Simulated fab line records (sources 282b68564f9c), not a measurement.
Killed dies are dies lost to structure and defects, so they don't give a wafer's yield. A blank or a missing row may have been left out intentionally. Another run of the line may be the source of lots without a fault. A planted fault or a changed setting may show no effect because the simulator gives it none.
fab line records ; flow ritCmos ; part 2 of 2: steps 32 to 42 of 42
record lots=5; wafers=15; lastDay=7
route steps=202 shown NSD@141 PSD@142 SDANNEAL@153 PLDD@159 NLDD@160 SILICIDE@161 CONTACT@168
lots that met no fault: taken from a fault-free run of the same line
startH: hours from the record's opening day to when the first of the lot's shown wafers began ; waitH: time in hours since the lot's previous step ; " as in the row above ; L1.1+2: a single row standing in for several wafers ; - value missing, or start not given ; * or withheld: withheld ; < > ~ a bound
route shown NAME@n: a module of which the file shows steps, and the number in the route of the first ; usual: average and standard deviation across the fault-free wafers ; same: alike in all rows ; chamber/n: place in a boat ; sites: per-site readings ; _std_site: their standard deviation ; _edge_site: outer sites' mean less inner sites' ; radiusMm: for every site, how far away it sits from the centre of the wafer ; mask NAME#n: copy n ; behind: tool/chamber where the wafer was last shaped ; hold: reason for holding the lot/hours on hold/outcome of the hold ; device: the n, p or np transistor that did not switch ; end of line: the tests these same wafers got at the end of their route ; for a step that has no rows: nothing shown but its recipe ; killed: not the wafer's yield, but the dies lost to structure and defects at the first sort ; map: a wafer's dies, marking killed ones x, the rest . and places with no die _
set.NAME: the run value of the setting; set.NAME@STEP: its run value at that earlier step ; model.NAME: the simulator's own value behind a step, which no gauge read
a table for each step, a row for each wafer; lots at some steps of the route
services: the hour from which a tool's chamber was out of use, counted from the record's first day as startH (under 0 if before that day), plus the number of hours and why
## steps
# step RIT_CONTACT_SOFTBAKE_04
# recipe resist=NOVOLAK; tempC=90; timeS=60
# usual plateTempC=90.01/0.11
lot.wafer;tool;chamber;startH;waitH;plateTempC
L079.1;lithoTrack-02;0;84.62;0.1;90.05
L079.4;lithoTrack-02;0;84.62;0.1;90.01
L079.6;lithoTrack-02;0;84.62;0.1;90.21
L085.2;lithoTrack-02;0;111.52;0.1;89.83
L085.4;lithoTrack-02;0;111.52;0.1;89.99
L085.6;lithoTrack-02;0;111.52;0.1;89.99
L089.1;lithoTrack-02;0;133.14;0.1;89.91
L089.2;lithoTrack-02;0;133.14;0.1;90.04
L089.5;lithoTrack-02;0;133.14;0.1;90.04
L096.2;lithoTrack-03;0;166.66;0.1;89.93
L096.3;lithoTrack-03;0;166.66;0.1;90.14
L096.5;lithoTrack-03;0;166.66;0.1;90.02
L097.3;lithoTrack-02;0;171.57;0.1;89.98
L097.4;lithoTrack-02;0;171.57;0.1;89.87
L097.5;lithoTrack-02;0;171.57;0.1;90.04
# step RIT_CONTACT_EXPOSE_05
# recipe maskId=M11; na=0.6; sourceShape=conventional; sigmaOuter=0.5; targetCdNm=1000; doseMj=250
# usual reticleTempC=22.99/0.11
# same na=0.6
lot.wafer;tool;chamber;startH;waitH;mask;reticleTempC
L079.1;ilineStepper-01;0;84.89;0.2;M11#0;23.08
L079.4;ilineStepper-01;0;84.89;0.2;M11#0;22.89
L079.6;ilineStepper-01;0;84.89;0.2;M11#0;22.95
L085.2;ilineStepper-01;0;111.79;0.2;M11#0;22.90
L085.4;ilineStepper-01;0;111.79;0.2;M11#0;22.90
L085.6;ilineStepper-01;0;111.79;0.2;M11#0;22.81
L089.1;ilineStepper-02;0;133.41;0.2;M11#0;23.05
L089.2;ilineStepper-02;0;133.41;0.2;M11#0;23.00
L089.5;ilineStepper-02;0;133.41;0.2;M11#0;22.87
L096.2;ilineStepper-01;0;166.99;0.3;M11#0;23.21
L096.3;ilineStepper-01;0;166.99;0.3;M11#0;23.15
L096.5;ilineStepper-01;0;166.99;0.3;M11#0;23.18
L097.3;ilineStepper-02;0;171.88;0.3;M11#0;22.92
L097.4;ilineStepper-02;0;171.88;0.3;M11#0;23.14
L097.5;ilineStepper-02;0;171.88;0.3;M11#0;23.17
# step RIT_CONTACT_PEB_06
# recipe resist=NOVOLAK; tempC=withheld; timeS=withheld
lot.wafer;tool;chamber;startH;waitH
L079.1+4+6;lithoTrack-03;0;85.01;0.1
L085.2+4+6;lithoTrack-03;0;111.91;0.1
L089.1+2+5;lithoTrack-02;0;133.53;0.1
L096.2+3+5;lithoTrack-04;0;167.11;0.1
L097.3+4+5;lithoTrack-04;0;172.05;0.1
# step RIT_CONTACT_DEVELOP_07
# recipe resist=NOVOLAK; developTimeS=120; devTempC=23
lot.wafer;tool;chamber;startH;waitH
L079.1+4+6;lithoTrack-03;0;-;-
L085.2+4+6;lithoTrack-03;0;-;-
L089.1+2+5;lithoTrack-02;0;-;-
L096.2+3+5;lithoTrack-04;0;-;-
L097.3+4+5;lithoTrack-04;0;-;-
# step RIT_CONTACT_CD_MEAS_08
# recipe targetCdNm=1000
# usual cdNm=999.5/1.8
lot.wafer;tool;chamber;startH;waitH;cdNm
L079.1;cdSem-01;-;85.41;-;998.6
L079.4;cdSem-01;-;85.41;-;999.4
L079.6;cdSem-01;-;85.41;-;997.4
L085.2;cdSem-02;-;112.31;-;999.2
L085.4;cdSem-02;-;112.31;-;999.2
L085.6;cdSem-02;-;112.31;-;1001.6
L089.1;cdSem-01;-;133.93;-;998.0
L089.2;cdSem-01;-;133.93;-;1000.0
L089.5;cdSem-01;-;133.93;-;1000.2
L096.2;cdSem-02;-;167.50;-;1000.4
L096.3;cdSem-02;-;167.50;-;1002.4
L096.5;cdSem-02;-;167.50;-;1001.9
L097.3;cdSem-02;-;172.44;-;997.0
L097.4;cdSem-02;-;172.44;-;995.3
L097.5;cdSem-02;-;172.44;-;995.7
# step RIT_CONTACT_OVL_MEAS_09
# usual CONTACT_OVL=-0.9/1.3
lot.wafer;tool;chamber;startH;waitH;CONTACT_OVL[nm]
L079.1;overlay-02;-;85.53;0.1;-3.0
L079.4;overlay-02;-;85.53;0.1;-2.3
L079.6;overlay-02;-;85.53;0.1;-1.6
L085.2;overlay-02;-;112.41;0.1;-0.8
L085.4;overlay-02;-;112.41;0.1;-0.3
L085.6;overlay-02;-;112.41;0.1;-1.5
L089.1;overlay-01;-;134.05;0.1;1.0
L089.2;overlay-01;-;134.05;0.1;1.3
L089.5;overlay-01;-;134.05;0.1;1.5
L096.2;overlay-02;-;167.61;0.1;-3.1
L096.3;overlay-02;-;167.61;0.1;-2.2
L096.5;overlay-02;-;167.61;0.1;-3.2
L097.3;overlay-01;-;172.53;0.1;-0.7
L097.4;overlay-01;-;172.53;0.1;-0.9
L097.5;overlay-01;-;172.53;0.1;-1.5
# step RIT_CONTACT_HARDBAKE_10
# recipe resist=NOVOLAK; tempC=140; timeS=60
# usual plateTempC=139.99/0.15
lot.wafer;tool;chamber;startH;waitH;plateTempC
L079.1;lithoTrack-02;0;85.56;0.0;139.87
L079.4;lithoTrack-02;0;85.56;0.0;139.89
L079.6;lithoTrack-02;0;85.56;0.0;139.73
L085.2;lithoTrack-04;0;112.47;0.0;140.04
L085.4;lithoTrack-04;0;112.47;0.0;140.02
L085.6;lithoTrack-04;0;112.47;0.0;140.16
L089.1;lithoTrack-04;0;134.08;0.0;140.25
L089.2;lithoTrack-04;0;134.08;0.0;140.11
L089.5;lithoTrack-04;0;134.08;0.0;140.21
L096.2;lithoTrack-04;0;167.67;0.0;140.19
L096.3;lithoTrack-04;0;167.67;0.0;140.13
L096.5;lithoTrack-04;0;167.67;0.0;140.08
L097.3;lithoTrack-03;0;172.61;0.1;139.66
L097.4;lithoTrack-03;0;172.61;0.1;139.77
L097.5;lithoTrack-03;0;172.61;0.1;139.69
# step RIT_CONTACT_ETCH_11
# recipe targetDepthA=4800; overEtchFrac=0.2; stopOn=TiSi2; chemistry=CHF3/CF4/Ar; target=SiO2; CHF3_flow_sccm=50; cf4FlowSccm=10; Ar_flow_sccm=100; O2_flow_sccm=5; pressureMtorr=100; rfW=200; timeS=320
# usual drypumpMotorCurrentA=5.9/0.46; mfcArSccm=100.00/0.3; oesProductAu=0.988/0.014; throttleValvePct=8.84/0.12
lot.wafer;tool;chamber;startH;waitH;drypumpMotorCurrentA;mfcArSccm;oesProductAu;rfHoursCounterH;throttleValvePct
L079.1;rieDiel-01;2;85.71;0.1;6.2;99.96;0.994;76;8.72
L079.4;rieDiel-01;1;85.71;0.1;6.2;99.73;1.009;-;8.67
L079.6;rieDiel-01;0;85.71;0.1;6.3;100.31;0.993;-;8.75
L085.2;rieDiel-04;1;112.59;0.1;5.6;100.16;0.966;8;8.94
L085.4;rieDiel-04;2;112.59;0.1;5.5;99.97;0.988;50;8.85
L085.6;rieDiel-04;3;112.59;0.1;5.4;100.09;0.996;-;9.01
L089.1;rieDiel-02;1;134.23;0.1;5.1;99.92;0.979;117;8.77
L089.2;rieDiel-02;2;134.23;0.1;5.9;99.78;0.960;97;8.86
L089.5;rieDiel-02;3;134.23;0.1;5.9;100.03;0.993;-;8.90
L096.2;rieDiel-02;1;167.79;0.1;5.1;99.90;0.983;118;8.79
L096.3;rieDiel-02;0;167.79;0.1;5.4;100.06;1.012;21;8.73
L096.5;rieDiel-02;3;167.79;0.1;5.9;99.99;0.998;-;8.91
L097.3;rieDiel-01;3;172.71;0.1;6.7;99.72;0.988;2;9.08
L097.4;rieDiel-01;0;172.71;0.1;6.3;100.10;0.985;1;8.72
L097.5;rieDiel-01;0;172.71;0.1;6.3;99.90;0.979;-;8.72
# step RIT_CONTACT_STRIP_12
# recipe chemistry=O2; timeS=180; resist=NOVOLAK; platenTempC=withheld; powerW=500; pressureMtorr=4000; o2FlowSccm=4000
# usual drypumpMotorCurrentA=5.7/0.55
lot.wafer;tool;chamber;startH;waitH;drypumpMotorCurrentA;rfHoursCounterH
L079.1;plasmaAsher-03;0;85.91;0.1;5.9;46
L079.4;plasmaAsher-03;0;85.91;0.1;5.9;-
L079.6;plasmaAsher-03;0;85.91;0.1;5.9;-
L085.2;plasmaAsher-04;1;112.79;0.1;5.1;31
L085.4;plasmaAsher-04;1;112.79;0.1;5.1;-
L085.6;plasmaAsher-04;0;112.79;0.1;5.7;-
L089.1;plasmaAsher-01;0;134.43;0.1;5.5;46
L089.2;plasmaAsher-01;1;134.43;0.1;5.1;46
L089.5;plasmaAsher-01;0;134.43;0.1;5.5;-
L096.2;plasmaAsher-01;1;167.99;0.1;5.2;50
L096.3;plasmaAsher-01;0;167.99;0.1;5.5;-
L096.5;plasmaAsher-01;1;167.99;0.1;5.2;-
L097.3;plasmaAsher-04;0;172.96;0.2;5.7;-
L097.4;plasmaAsher-04;1;172.96;0.2;5.1;-
L097.5;plasmaAsher-04;1;172.96;0.2;5.1;-
# step RIT_CONTACT_CD_MEAS_90
# recipe targetCdNm=1000
# usual cdNm=999.5/1.8
lot.wafer;tool;chamber;startH;waitH;cdNm
L079.1;cdSem-01;-;86.08;0.1;998.9
L079.4;cdSem-01;-;86.08;0.1;999.5
L079.6;cdSem-01;-;86.08;0.1;997.4
L085.2;cdSem-02;-;112.98;0.1;999.2
L085.4;cdSem-02;-;112.98;0.1;1000.0
L085.6;cdSem-02;-;112.98;0.1;1001.8
L089.1;cdSem-01;-;134.60;0.1;997.0
L089.2;cdSem-01;-;134.60;0.1;1000.5
L089.5;cdSem-01;-;134.60;0.1;1000.1
L096.2;cdSem-01;-;168.18;0.1;1001.3
L096.3;cdSem-01;-;168.18;0.1;1002.9
L096.5;cdSem-01;-;168.18;0.1;1003.0
L097.3;cdSem-02;-;173.12;0.1;996.6
L097.4;cdSem-02;-;173.12;0.1;995.1
L097.5;cdSem-02;-;173.12;0.1;995.5
# step RIT_CONTACT_CLEAN_13
# recipe chemistry=SC1; mix=3:3:50; timeS=600; tempC=75
lot.wafer;tool;chamber;startH;waitH
L079.1+4+6;wetBench-03;0;86.20;0.1
L085.2+4+6;wetBench-02;2;113.08;0.1
L089.1+2+5;wetBench-03;1;134.72;0.1
L096.2+3+5;wetBench-04;3;168.28;0.1
L097.3+4+5;wetBench-04;3;173.20;0.1
## services
tool;chamber;startH;hours;kind
wetBench-02;-;57.88;0.9;repair
pecvd-03;-;60.55;5.5;pm
wetBench-02;-;61.90;1.9;pm
plasmaAsher-04;-;73.26;1.3;repair
pvdSputter-02;-;74.09;4.8;repair
ilineStepper-01;-;75.29;1.7;pm
rieDiel-01;1;105.76;1.6;repair
plasmaAsher-03;-;108.75;9.0;pm
pvdSputter-03;-;114.24;2.6;repair
wetBench-04;-;114.46;6.0;repair
rieDiel-01;0;116.49;5.1;repair
pecvd-02;-;118.18;6.5;repair
rieDiel-02;0;119.54;21.0;repair
ilineStepper-01;-;129.59;2.1;pm
plasmaAsher-04;-;131.30;3.8;repair
pecvd-04;0;134.14;28.7;repair
pecvd-03;-;137.16;0.8;repair
pecvd-02;0;137.56;3.6;repair
rieDiel-04;3;151.34;13.5;repair
plasmaAsher-02;-;153.93;14.6;pm
pvdSputter-03;-;155.27;2.1;repair
implanter-03;-;156.40;3.4;pm
plasmaAsher-04;-;157.03;1.3;repair
pecvd-03;-;172.41;4.3;pm
